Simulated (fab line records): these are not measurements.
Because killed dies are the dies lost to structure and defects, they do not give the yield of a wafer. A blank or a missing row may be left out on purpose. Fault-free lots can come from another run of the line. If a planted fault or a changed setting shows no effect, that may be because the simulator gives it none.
Chamber matching | flow berkeley cmos170 | 3 sister chambers for UCB170_V2_CVD_00 on pecvd-03
The step deposits SiO2 from TEOS/O2, target thk 2000 nm, time 250 s. 3 wafers are shown with their chamber, then 7 later ones without.

## WAFERS, EACH WITH ITS CHAMBER
wafer  | chamber | heater power w (W)
L439.3 | 1       | 261
L446.1 | 0       | 244
L446.4 | 2       | 192

## WAFERS WITH NO CHAMBER GIVEN
wafer  | heater power w (W)
L446.5 | 280
L448.1 | 260
L448.4 | 287
L448.6 | 184
L453.3 | 231
L453.5 | 294
L453.6 | 185

## CHAMBER TAKEN BY EACH
wafer  | from the rows above          | in truth
L446.5 | can't be placed: 1 or 0      | 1
L448.1 | can't be placed: 1 or 0      | 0
L448.4 | can't be placed: 1 or 0      | 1
L448.6 | 2                            | 2
L453.3 | can't be placed: 0 or 1 or 2 | 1
L453.5 | can't be placed: 1 or 0      | 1
L453.6 | 2                            | 2
2 of 7 placed correctly. Not placeable from these rows: 5 (in 5, the candidates include the true chamber). 0 placed wrongly.
How it was worked out, from the rows above alone: a wafer's distance from a chamber is the root of the sum, over the readings, of the square of ((its reading less the chamber's mean) divided by the reading's scatter). The wafer belongs to the nearest chamber; if the next one is less than 2 further off, it can't be placed. For every chamber, the mean is computed from those of its wafers that are shown. The scatter: root of mean squared gap, hidden wafer to nearest shown wafer, with one shown wafer a chamber.
